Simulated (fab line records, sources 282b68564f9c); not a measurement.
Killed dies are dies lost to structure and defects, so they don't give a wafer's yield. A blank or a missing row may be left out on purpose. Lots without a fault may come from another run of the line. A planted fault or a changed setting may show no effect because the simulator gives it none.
fab line records | flow rit_cmos
record lots=7 wafers=21 last_day=7
route steps=202 shown NLDD@103 PLDD@114 M1@202
lots that met no fault: from a run of the same line without faults
start_h: hours from the record's first day to the start of the lot's first wafer shown | wait_h: hours since the lot's step before | " the same as in the row above | L1.1+2: a row that stands for several wafers | - no value, or no start given | * or withheld: withheld | < > ~ a bound
route shown NAME@n: a module of which the file shows steps, and the number in the route of the first | usual: mean/standard deviation of fault-free wafers | same: alike in all rows | chamber/n: place in a boat | sites: the reading at each site | _std_site: their standard deviation | _edge_site: outer sites' mean less inner sites' | radius_mm: how far each site lies from the wafer's centre | mask NAME#n: copy n | behind: the tool/chamber that last shaped the wafer | hold: why the lot was held/for how many hours/how that ended | device: the transistor (n, p or np) that didn't switch | end of line: the same wafers' tests at the end of the route | a step without rows: its recipe alone | killed: dies lost to structure and defects at the first sort, not the wafer's yield | map: a wafer's dies, x killed, . not, _ none there
set.NAME: the setting as run; set.NAME@STEP: as run at that earlier step | model.NAME: the simulator's own value behind a step, which no gauge read
lots at some steps of the route; a table a step, a row a wafer
services: from which hour (start_h, from the record's first day; less than 0 if before it) a tool's chamber was out of use, for how many hours, and why
## steps
# step RIT_NLDD_HMDS_00
# recipe prime_time_s=60 prime_temp_c=140
# step RIT_NLDD_COAT_01
# recipe resist=NOVOLAK spin_rpm=3250 resist_thk_nm=1000
# step RIT_NLDD_SOFTBAKE_02
# recipe resist=NOVOLAK temp_c=90 time_s=62.18
# usual exhaust_pa=44.9/0.92 plate_sensor_t_centre_C=90.970/0.01 plate_sensor_t_edge_C=91.019/0.0096
# columns lot.wafer tool chamber start_h wait_h exhaust_pa plate_sensor_t_centre_C plate_sensor_t_edge_C
L748.3 litho_track-01 0 97.33 0.1 44.3 90.980 91.020
L748.5 " 0 " " 44.1 90.959 91.033
L748.6 " 0 " " 45.3 90.984 91.035
L749.2 litho_track-01 0 100.22 0.1 45.3 90.982 91.015
L749.3 " 0 " " 44.4 90.949 91.034
L749.4 " 0 " " 45.9 90.963 91.005
L751.2 litho_track-01 0 113.15 0.1 44.6 90.959 91.028
L751.4 " 0 " " 43.6 90.945 91.002
L751.5 " 0 " " 43.8 90.974 91.018
L752.2 litho_track-03 0 115.93 0.1 44.4 90.997 91.019
L752.3 " 0 " " 44.2 90.975 91.029
L752.5 " 0 " " 44.8 90.978 91.016
L754.3 litho_track-03 0 127.44 0.1 44.0 90.963 91.015
L754.4 " 0 " " 45.6 90.970 91.025
L754.5 " 0 " " 44.8 90.967 91.015
L759.1 litho_track-03 0 151.59 0.1 45.3 90.986 91.019
L759.3 " 0 " " 45.8 90.969 91.011
L759.6 " 0 " " 45.7 90.944 91.028
L760.1 litho_track-01 0 156.19 0.1 44.8 90.964 91.015
L760.3 " 0 " " 45.6 90.959 91.016
L760.5 " 0 " " 43.9 90.959 91.021
# step RIT_NLDD_EXPOSE_03
# recipe mask_id=M7 na=0.57 target_cd_nm=40700 dose_mj=250
# step RIT_NLDD_PEB_04
# recipe resist=NOVOLAK temp_c=withheld time_s=withheld
# step RIT_NLDD_DEVELOP_05
# recipe resist=NOVOLAK develop_time_s=50 dev_temp_c=23
# step RIT_NLDD_OVL_MEAS_06
# usual NLDD_OVL=-0.6/1.6
# columns lot.wafer tool chamber start_h wait_h NLDD_OVL[nm]
L748.3 overlay-01 - 97.97 - -4.1
L748.5 " - " " -2.8
L748.6 " - " " -2.8
L749.2 overlay-01 - 100.87 - 1.9
L749.3 " - " " 2.6
L749.4 " - " " 1.9
L751.2 overlay-02 - 113.80 - 1.3
L751.4 " - " " 0.6
L751.5 " - " " 2.1
L752.2 overlay-02 - 116.58 - 0.3
L752.3 " - " " 0.0
L752.5 " - " " 0.5
L754.3 overlay-02 - 127.95 - -1.3
L754.4 " - " " -1.5
L754.5 " - " " 0.0
L759.1 overlay-01 - 152.14 - -0.6
L759.3 " - " " -0.8
L759.6 " - " " 0.0
L760.1 overlay-02 - 156.87 - -1.1
L760.3 " - " " -0.7
L760.5 " - " " -0.6
# step RIT_NLDD_HARDBAKE_07
# recipe resist=NOVOLAK temp_c=141 time_s=60
# step RIT_NLDD_IMPLANT_08
# recipe species=P energy_kev=20 dose_cm2=5e+14 tilt_deg=7
# step RIT_NLDD_STRIP_09
# recipe chemistry=O2 time_s=180 resist=NOVOLAK platen_temp_c=withheld power_w=500 pressure_mtorr=4000 o2_flow_sccm=4000
# usual drypump_motor_current_A=5.5/0.41
# columns lot.wafer tool chamber start_h wait_h drypump_motor_current_A rf_hours_counter_h
L748.3 plasma_asher-02 1 98.35 0.1 5.8 -
L748.5 " 1 " " 5.8 -
L748.6 " 0 " " 5.9 -
L749.2 plasma_asher-04 1 101.20 0.1 5.7 31
L749.3 " 0 " " 5.3 -
L749.4 " 1 " " 5.7 -
L751.2 plasma_asher-04 1 114.13 0.1 5.7 32
L751.4 " 0 " " 5.3 -
L751.5 " 1 " " 5.7 -
L752.2 plasma_asher-01 1 116.91 0.1 5.2 47
L752.3 " 0 " " 4.7 -
L752.5 " 1 " " 5.2 -
L754.3 plasma_asher-01 0 128.33 0.1 4.7 -
L754.4 " 1 " " 5.2 -
L754.5 " 1 " " 5.2 -
L759.1 plasma_asher-02 1 152.49 0.1 5.8 4
L759.3 " 1 " " 5.8 -
L759.6 " 1 " " 5.8 -
L760.1 plasma_asher-04 1 157.29 0.1 5.8 37
L760.3 " 1 " " 5.8 -
L760.5 " 0 " " 5.3 -
# step RIT_NLDD_TW_MEAS_10
# usual NLDD_TW=2507/15
# columns lot.wafer tool chamber start_h wait_h NLDD_TW
L748.3 film_metro-01 - 98.49 0.1 2507
L748.5 " - " " 2513
L748.6 " - " " 2498
L749.2 film_metro-01 - 101.39 0.1 2499
L749.3 " - " " 2503
L749.4 " - " " 2522
L751.2 film_metro-03 - 114.32 0.1 2516
L751.4 " - " " 2499
L751.5 " - " " 2496
L752.2 film_metro-01 - 117.10 0.1 2515
L752.3 " - " " 2530
L752.5 " - " " 2512
L754.3 film_metro-01 - 128.47 0.1 2532
L754.4 " - " " 2507
L754.5 " - " " 2508
L759.1 film_metro-01 - 152.66 0.1 2517
L759.3 " - " " 2524
L759.6 " - " " 2508
L760.1 film_metro-01 - 157.47 0.1 2506
L760.3 " - " " 2513
L760.5 " - " " 2513
# step RIT_PLDD_HMDS_00
# recipe prime_time_s=60 prime_temp_c=140
# step RIT_PLDD_COAT_01
# recipe resist=NOVOLAK spin_rpm=3250 resist_thk_nm=1000
# usual exhaust_pa=44.8/0.84
# columns lot.wafer tool chamber start_h wait_h exhaust_pa model.NOVOLAK_of_PLDD_COAT_01.thk_nm
L748.3 litho_track-02 0 98.73 0.1 44.5 998.1
L748.5 " 0 " " 46.5 996.8
L748.6 " 0 " " 45.6 999
L749.2 litho_track-02 0 101.61 0.1 43.1 1002
L749.3 " 0 " " 44.2 1002
L749.4 " 0 " " 44.8 1002
L751.2 litho_track-02 0 114.54 0.1 44.6 903.3
L751.4 " 0 " " 45.0 903.8
L751.5 " 0 " " 44.3 906.5
L752.2 litho_track-02 0 117.32 0.1 44.1 903.4
L752.3 " 0 " " 44.1 904.4
L752.5 " 0 " " 44.2 902.9
L754.3 litho_track-02 0 128.71 0.1 46.6 911.3
L754.4 " 0 " " 44.8 911.6
L754.5 " 0 " " 45.2 909.7
L759.1 litho_track-03 0 152.87 0.1 46.3 1001
L759.3 " 0 " " 44.6 1002
L759.6 " 0 " " 45.3 1001
L760.1 litho_track-03 0 157.68 0.1 44.8 1002
L760.3 " 0 " " 45.9 1000
L760.5 " 0 " " 44.7 1001
# step RIT_PLDD_SOFTBAKE_02
# recipe resist=NOVOLAK temp_c=90 time_s=60
# step RIT_PLDD_EXPOSE_03
# recipe mask_id=M8 na=0.57 target_cd_nm=40900 dose_mj=250
# step RIT_PLDD_PEB_04
# recipe resist=NOVOLAK temp_c=withheld time_s=withheld
# step RIT_PLDD_DEVELOP_05
# recipe resist=NOVOLAK develop_time_s=50 dev_temp_c=23
# step RIT_PLDD_OVL_MEAS_06
# usual PLDD_OVL=-0.2/1.5
# columns lot.wafer tool chamber start_h wait_h PLDD_OVL[nm]
L748.3 overlay-02 - 99.51 - 0.4
L748.5 " - " " -1.8
L748.6 " - " " -1.7
L749.2 overlay-02 - 102.42 - -1.7
L749.3 " - " " -0.4
L749.4 " - " " -0.4
L751.2 overlay-01 - 115.23 - -0.4
L751.4 " - " " -0.4
L751.5 " - " " -0.2
L752.2 overlay-02 - 118.13 - 1.1
L752.3 " - " " 1.4
L752.5 " - " " 2.1
L754.3 overlay-02 - 129.50 - 0.8
L754.4 " - " " -0.9
L754.5 " - " " -1.0
L759.1 overlay-01 - 153.57 - 0.5
L759.3 " - " " 0.9
L759.6 " - " " 2.0
L760.1 overlay-02 - 158.38 - -1.0
L760.3 " - " " -0.4
L760.5 " - " " -0.2
# step RIT_PLDD_HARDBAKE_07
# recipe resist=NOVOLAK temp_c=140 time_s=60
# usual exhaust_pa=44.9/0.92
# columns lot.wafer tool chamber start_h wait_h exhaust_pa model.NOVOLAK_of_PLDD_COAT_01.thk_nm
L748.3 litho_track-03 0 99.59 0.1 44.7 882.2
L748.5 " 0 " " 45.3 880.9
L748.6 " 0 " " 44.0 882.9
L749.2 litho_track-03 0 102.48 0.0 45.3 885.6
L749.3 " 0 " " 44.5 885.6
L749.4 " 0 " " 42.9 885.1
L751.2 litho_track-03 0 115.28 0.0 43.9 799.2
L751.4 " 0 " " 43.5 799.6
L751.5 " 0 " " 44.2 801.9
L752.2 litho_track-02 0 118.18 0.0 43.4 799.3
L752.3 " 0 " " 44.4 800.1
L752.5 " 0 " " 46.3 798.7
L754.3 litho_track-03 0 129.57 0.1 44.1 806.2
L754.4 " 0 " " 44.4 806.5
L754.5 " 0 " " 44.7 804.7
L759.1 litho_track-03 0 153.61 0.0 45.4 885
L759.3 " 0 " " 45.5 885.1
L759.6 " 0 " " 45.7 884.4
L760.1 litho_track-04 0 158.41 0.0 42.9 885.1
L760.3 " 0 " " 44.7 883.9
L760.5 " 0 " " 44.7 884.7
# step RIT_PLDD_IMPLANT_08
# recipe species=BF2 energy_kev=20 dose_cm2=9e+14 tilt_deg=7
# step RIT_M1_PROBE_99
# usual killed_at_M0_to_M3=0.0/0.083 killed_at_contacts=0.0/0.18 killed_at_front_end=6/3.1 killed_dies=6/3.1 killed_open=3.4/1.9 killed_short=3.1/2
# same gross_dies=264 killed_at_M4_up=0 killed_at_back_side=0 killed_at_other=0
# columns lot.wafer tool chamber start_h wait_h killed_at_M0_to_M3 killed_at_contacts killed_at_front_end killed_dies killed_open killed_short
L748.3 prober-02 - 114.85 0.2 0 0 10 10 6 4
L748.5 prober-02 - 114.95 0.2 0 0 10 10 6 4
L748.6 prober-02 - 115.00 0.2 0 0 17 17 5 12
L749.2 prober-01 - 116.55 0.1 1 0 6 7 2 5
L749.3 prober-01 - 116.60 0.2 0 0 10 10 3 7
L749.4 prober-01 - 116.65 0.2 0 0 6 6 5 1
L751.2 prober-01 - 129.39 0.1 0 0 4 4 2 2
L751.4 prober-01 - 129.49 0.2 0 0 11 11 4 7
L751.5 prober-01 - 129.54 0.2 0 0 5 5 2 3
L752.2 prober-02 - 131.95 0.1 0 0 7 7 4 3
L752.3 prober-02 - 132.00 0.2 0 0 8 8 1 7
L752.5 prober-02 - 132.10 0.2 0 0 7 7 4 3
L754.3 prober-02 - 143.73 0.2 0 1 3 4 3 1
L754.4 prober-02 - 143.78 0.2 0 0 4 4 2 2
L754.5 prober-02 - 143.83 0.2 0 0 3 3 1 2
L759.1 prober-01 - 168.49 0.1 0 0 7 7 4 3
L759.3 prober-01 - 168.59 0.2 0 0 7 7 3 4
L759.6 prober-01 - 168.74 0.2 0 0 7 7 3 4
L760.1 prober-02 - 172.63 0.1 0 0 2 2 2 0
L760.3 prober-02 - 172.73 0.2 0 0 3 3 3 0
L760.5 prober-02 - 172.83 0.2 0 0 3 3 1 2
# killed by level:class
L748.3 GATE:geometric_particle:open=2 SILICIDE:geometric_particle:open=2 FOX2:geometric_particle:open=1 GATE:geometric_particle:short=1 REOX:geometric_particle:open=1 REOX:geometric_particle:short=1 SPACER:geometric_particle:short=1 SILICIDE:geometric_particle:short=1
L748.5 SPACER:geometric_particle:open=3 FOX2:geometric_particle:short=2 FOX1:geometric_particle:short=1 FOX1:geometric_particle:open=1 FOX2:geometric_particle:open=1 GATE:geometric_particle:short=1 SILICIDE:geometric_particle:open=1
L748.6 SILICIDE:geometric_particle:short=4 GATE:geometric_particle:short=3 SPACER:geometric_particle:short=2 SILICIDE:geometric_particle:open=2 ACTIVE:geometric_particle:short=1 FOX1:geometric_particle:open=1 FOX2:geometric_particle:short=1 GATE:geometric_particle:open=1
L749.2 ACTIVE:geometric_particle:short=1 FOX1:geometric_particle:short=1 GATE:geometric_particle:short=1 SPACER:geometric_particle:open=1 SILICIDE:geometric_particle:open=1 SILICIDE:geometric_particle:short=1 M1:geometric_particle:short=1
L749.3 FOX2:geometric_particle:short=2 GATE:geometric_particle:open=2 FOX1:geometric_particle:short=1 FOX1:geometric_particle:open=1 GATE:geometric_particle:short=1 REOX:geometric_particle:short=1 SPACER:geometric_particle:short=1 SILICIDE:geometric_particle:short=1
L749.4 FOX2:geometric_particle:open=2 GATE:geometric_particle:short=1 GATE:geometric_particle:open=1 SPACER:geometric_particle:open=1 SILICIDE:geometric_particle:open=1
L751.2 FOX2:geometric_particle:open=2 FOX1:geometric_particle:short=1 REOX:geometric_particle:short=1
L751.4 GATE:geometric_particle:open=3 REOX:geometric_particle:short=3 GATE:geometric_particle:short=2 SILICIDE:geometric_particle:short=2 FOX2:geometric_particle:open=1
L751.5 FOX2:geometric_particle:short=2 GATE:geometric_particle:open=1 REOX:geometric_particle:open=1 REOX:geometric_particle:short=1
L752.2 GATE:geometric_particle:open=2 SPACER:geometric_particle:short=2 GATE:geometric_particle:short=1 REOX:geometric_particle:open=1 SPACER:geometric_particle:open=1
L752.3 GATE:geometric_particle:short=6 GATE:geometric_particle:open=1 SPACER:geometric_particle:short=1
L752.5 GATE:geometric_particle:open=2 SPACER:geometric_particle:short=2 SPACER:geometric_particle:open=2 REOX:geometric_particle:short=1
L754.3 GATE:geometric_particle:open=2 FOX2:geometric_particle:short=1 CONTACT:geometric_particle:open=1
L754.4 GATE:geometric_particle:open=1 REOX:geometric_particle:short=1 SPACER:geometric_particle:short=1 SPACER:geometric_particle:open=1
L754.5 FOX1:geometric_particle:short=1 FOX2:geometric_particle:open=1 SILICIDE:geometric_particle:short=1
L759.1 GATE:geometric_particle:short=2 FOX1:geometric_particle:open=1 GATE:geometric_particle:open=1 SPACER:geometric_particle:open=1 SILICIDE:geometric_particle:short=1 SILICIDE:geometric_particle:open=1
L759.3 GATE:geometric_particle:short=4 GATE:geometric_particle:open=3
L759.6 SILICIDE:geometric_particle:short=2 FOX1:geometric_particle:open=1 GATE:geometric_particle:short=1 GATE:geometric_particle:open=1 SPACER:geometric_particle:short=1 SILICIDE:geometric_particle:open=1
L760.1 GATE:geometric_particle:open=2
L760.3 ACTIVE:geometric_particle:open=1 FOX1:geometric_particle:open=1 REOX:geometric_particle:open=1
L760.5 GATE:geometric_particle:open=1 GATE:geometric_particle:short=1 SPACER:geometric_particle:short=1
## services
# columns tool chamber start_h hours kind
plasma_asher-02 - 108.75 9.0 pm
plasma_asher-02 0 108.75 9.0 vent_cycle
plasma_asher-02 1 108.75 9.0 vent_cycle
plasma_asher-02 0 117.75 - clean
plasma_asher-02 1 117.75 - clean
## key
first_sign none at tools or gauges
model_effect step=RIT_PLDD_COAT_01 value=NOVOLAK_of_PLDD_COAT_01.thk_nm without=1001 struck=906.3
model_effect step=RIT_PLDD_HARDBAKE_07 value=NOVOLAK_of_PLDD_COAT_01.thk_nm without=884.5 struck=801.8
met_at RIT_PLDD_COAT_01
struck_wafers L751.2,L751.4,L751.5,L752.2,L752.3,L752.5,L754.3,L754.4,L754.5
tester_left_out L751,L752,L754
onset_between 101.61 114.54
fault kind=process_parameter_drift tool=litho_track-02 chamber=- onset_h=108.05 steps=RIT_PLDD_COAT_01 channel=resist_thk_nm offset=-94.442 shape=step end_h=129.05 acts_in=these_recipes_only stated=1000
# tester_left_out: of these lots the tester's yield and bins aren't shown, on N5 and GAA mostly nor the transistor test; their killed dies are dies lost to structure and defects alone, not to doping, threshold or leakage, so they don't give the yield
